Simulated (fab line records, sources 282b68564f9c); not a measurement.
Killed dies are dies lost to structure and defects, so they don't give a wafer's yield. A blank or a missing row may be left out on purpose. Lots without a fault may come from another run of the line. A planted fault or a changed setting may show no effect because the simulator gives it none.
Which tool did it? | flow rit_cmos | 13 lots, 39 wafers sampled, at 2 steps of a route of 202

WHAT THE GAUGES READ, wafer by wafer
The record holds no reading of a measuring or inspecting step that can be judged against a usual standard deviation.

WHICH TOOL RAN EACH LOT (tool, then ch and the chambers of the sampled wafers, then the start)
lot  | RIT_GATE_ETCH_19                | RIT_M1_PROBE_99
L439 | rie_si-02 ch 0,1,3, day 2 22:06 | -
L440 | rie_si-01 ch 0,2, day 3 03:38   | -
L441 | rie_si-02 ch 2,3, day 3 03:53   | -
L442 | rie_si-01 ch 0,1,3, day 3 11:12 | -
L443 | rie_si-02 ch 0,1,2, day 3 11:22 | -
L444 | rie_si-01 ch 1,3, day 3 15:08   | -
L445 | rie_si-02 ch 0,1,3, day 3 23:56 | -
L451 | rie_si-01 ch 0,1, day 5 08:23   | -
L455 | rie_si-02 ch 2,3, day 6 02:30   | prober-02, day 6 23:35
L457 | rie_si-02 ch 1,2,3, day 6 12:00 | -
L459 | rie_si-02 ch 1,2,3, day 6 18:01 | prober-02, day 7 14:41
L460 | rie_si-02 ch 1,2,3, day 6 23:32 | -
L462 | rie_si-02 ch 0,3, day 7 12:28   | -
- RIT_GATE_ETCH_19: etches poly-Si in SF6/CHF3/O2, stops on SiO2, time 168.1 s, target depth 312.5 nm.
- RIT_M1_PROBE_99

WHAT THE TOOLS THEMSELVES READ (means of the sampled wafers that have a number; where no wafer has one, the mark that the record gives instead)
RIT_GATE_ETCH_19. Usual: O2_flow_sccm 4.998 sccm, standard deviation 0.015; drypump_motor_current_A 5.7 A, standard deviation 0.42; he_backside_leak_sccm 2.7 sccm, standard deviation 0.36; oes_product_au 0.841 a.u., standard deviation 0.012; throttle_valve_pct 10.24 %, standard deviation 0.15.
lot  | tool      | O2_flow_sccm (sccm) | drypump_motor_current_A (A) | he_backside_leak_sccm (sccm) | oes_product_au (a.u.) | throttle_valve_pct (%) | flag
L439 | rie_si-02 | 5.000               | 5.5                         | 2.5                          | 0.827                 | 10.29                  |
L440 | rie_si-01 | 4.994               | 5.7                         | 3.4                          | 0.858                 | 10.35                  |
L441 | rie_si-02 | 5.005               | 6.0                         | 2.7                          | 0.833                 | 10.12                  |
L442 | rie_si-01 | 4.986               | 5.7                         | 2.7                          | 0.850                 | 10.19                  |
L443 | rie_si-02 | 5.015               | 5.5                         | 2.7                          | 0.839                 | 10.36                  |
L444 | rie_si-01 | 4.991               | 5.5                         | 2.7                          | 0.836                 | 10.24                  |
L445 | rie_si-02 | 4.992               | 5.4                         | 2.6                          | 0.832                 | 10.30                  |
L451 | rie_si-01 | 5.011               | 6.1                         | 2.4                          | 0.839                 | 10.16                  |
L455 | rie_si-02 | 4.994               | 5.9                         | 2.6                          | 0.841                 | 10.08                  |
L457 | rie_si-02 | 4.999               | 5.8                         | 2.6                          | 0.833                 | 10.23                  |
L459 | rie_si-02 | 5.014               | 5.8                         | 2.5                          | 0.837                 | 10.23                  |
L460 | rie_si-02 | 5.000               | 5.8                         | 2.5                          | 0.847                 | 10.22                  |
L462 | rie_si-02 | 5.010               | 5.4                         | 2.8                          | 0.829                 | 10.28                  |

RIT_M1_PROBE_99. Usual: killed_at_contacts 0.1, standard deviation 0.27; killed_at_front_end 7, standard deviation 3.3; killed_dies 7, standard deviation 3.3; killed_open 3.5, standard deviation 2; killed_short 3.8, standard deviation 2.2.
lot  | tool      | killed_at_contacts | killed_at_front_end | killed_dies | killed_open | killed_short | flag
L455 | prober-02 | 0.3                | 7                   | 7           | 3.7         | 3.7          |
L459 | prober-02 | 0.0                | 7                   | 7           | 2.7         | 4.0          |

THE ANSWER, worked out from the rows above alone
Rule: a lot is off if the mean of its wafers that have a number lies more than 3 standard deviations from the usual mean. A lot without any number at a reading at which 4 lots or more have one is off too. The other lots that the step has rows for count as sound. The gauges are gone through in route order, then the tools' own readings, and for those a lot's mean is taken as printed above. The first step at which some lot is off is used, and at that step the reading that is off furthest; a lot without a number counts as furthest.
No lot is off at any reading shown: from this, nothing can be told.

WHAT THE SIMULATOR HAD PUT IN
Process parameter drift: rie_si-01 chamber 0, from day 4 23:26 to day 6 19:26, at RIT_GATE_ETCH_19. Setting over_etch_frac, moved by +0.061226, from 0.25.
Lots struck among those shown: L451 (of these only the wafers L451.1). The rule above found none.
